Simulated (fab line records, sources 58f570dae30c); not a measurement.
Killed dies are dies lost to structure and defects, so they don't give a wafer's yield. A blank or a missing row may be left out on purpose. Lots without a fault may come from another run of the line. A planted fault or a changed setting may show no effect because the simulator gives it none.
Split-lot experiment | flow berkeley_cmos170 | 5 lots, 27 wafers read, on a route of 331 steps

THE SPLIT
At UCB170_PWELL_CVD_05 (deposits Si3N4 from SiH2Cl2/NH3, target thk 220 nm, time 3300 s), the setting time_s was moved away from the recipe's 3300 s on 18 of the 27 wafers read, by -54.0% to -52.4%. The other wafers ran this setting at the recipe's value.

FROM THE SPLIT TO THE READING: what the file shows between them, 4 steps
- UCB170_PWELL_THK_MEAS_06
- UCB170_PWELL_HMDS_07: prime time 60 s
- UCB170_PWELL_COAT_08: resist thk 900 nm
- UCB170_PWELL_DEVELOP_12: develop time 45 s

THE READING
oes_product_au, in a.u., at UCB170_PWELL_ETCH_14 (etches Si3N4 in CH3F/Ar/O2, stops on SiO2, target depth 242 nm, time 151 s). Fault-free wafers of this fab line usually give 0.948 a.u., standard deviation 0.019 a.u..

wafer  | tool, chamber at the split | time_s as run, s | against the recipe | oes_product_au, a.u. | against lot-mates on the recipe
L079.1 | -, -                       | 1571             | -52.4%             | 0.650                | no lot-mate on the recipe
L079.2 | -, -                       | 1571             | -52.4%             | 0.620                | no lot-mate on the recipe
L079.3 | -, -                       | 1571             | -52.4%             | 0.635                | no lot-mate on the recipe
L079.4 | -, -                       | 1571             | -52.4%             | 0.649                | no lot-mate on the recipe
L079.5 | -, -                       | 1571             | -52.4%             | 0.638                | no lot-mate on the recipe
L079.6 | -, -                       | 1571             | -52.4%             | 0.648                | no lot-mate on the recipe
L080.1 | -, -                       | 1519             | -54.0%             | 0.661                | no lot-mate on the recipe
L080.2 | -, -                       | 1519             | -54.0%             | 0.649                | no lot-mate on the recipe
L080.3 | -, -                       | 1519             | -54.0%             | 0.628                | no lot-mate on the recipe
L080.4 | -, -                       | 1519             | -54.0%             | 0.634                | no lot-mate on the recipe
L080.5 | -, -                       | 1519             | -54.0%             | 0.644                | no lot-mate on the recipe
L080.6 | -, -                       | 1519             | -54.0%             | 0.648                | no lot-mate on the recipe
L082.3 | lpcvd-01, 0                | 3300             | recipe             | 0.974                | -
L082.4 | lpcvd-01, 0                | 3300             | recipe             | 0.951                | -
L082.5 | lpcvd-01, 0                | 3300             | recipe             | 0.951                | -
L083.1 | -, -                       | 1545             | -53.2%             | 0.653                | no lot-mate on the recipe
L083.2 | -, -                       | 1545             | -53.2%             | 0.634                | no lot-mate on the recipe
L083.3 | -, -                       | 1545             | -53.2%             | 0.668                | no lot-mate on the recipe
L083.4 | -, -                       | 1545             | -53.2%             | 0.642                | no lot-mate on the recipe
L083.5 | -, -                       | 1545             | -53.2%             | 0.633                | no lot-mate on the recipe
L083.6 | -, -                       | 1545             | -53.2%             | 0.661                | no lot-mate on the recipe
L084.1 | -, -                       | 3300             | recipe             | 0.953                | -
L084.2 | -, -                       | 3300             | recipe             | 0.981                | -
L084.3 | -, -                       | 3300             | recipe             | 0.949                | -
L084.4 | -, -                       | 3300             | recipe             | 0.942                | -
L084.5 | -, -                       | 3300             | recipe             | 0.974                | -
L084.6 | -, -                       | 3300             | recipe             | 0.929                | -

THE FIT
A straight line over all 27 wafers: oes_product_au changes by +0.00586 a.u. for each +1% of time_s; r = +1.00; the points scatter about the line by 0.015 a.u..
Too few moved wafers have a lot-mate on the recipe to fit a line with each lot's own level taken away.

THE WHOLE CHAIN: every reading that the file lists as answering this split, in the file's order
step                     | what it does                                                               | reading                                                                       | change (the file's fit)                   | r (the file's)
UCB170_PWELL_CVD_05      | deposits Si3N4 from SiH2Cl2/NH3, target thk 220 nm, time 3300 s            | Si3N4_of_PWELL_CVD_05.thk_nm (the simulator's own value, which no gauge read) | +2.22 nm for each +1% of the setting      | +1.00
UCB170_PWELL_THK_MEAS_06 |                                                                            | PWELL_NITRIDE_THK                                                             | +2.22 for each +1% of the setting         | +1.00
UCB170_PWELL_ETCH_14     | etches Si3N4 in CH3F/Ar/O2, stops on SiO2, target depth 242 nm, time 151 s | oes_product_au                                                                | +0.00586 a.u. for each +1% of the setting | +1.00
UCB170_PWELL_ETCH_14     | etches Si3N4 in CH3F/Ar/O2, stops on SiO2, target depth 242 nm, time 151 s | etch.depth_nm (the simulator's own value, which no gauge read)                | +2.22 nm for each +1% of the setting      | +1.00

THE FILE'S OWN FIT
oes_product_au changes by +0.00586 a.u. for each +1% of time_s, r = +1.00.
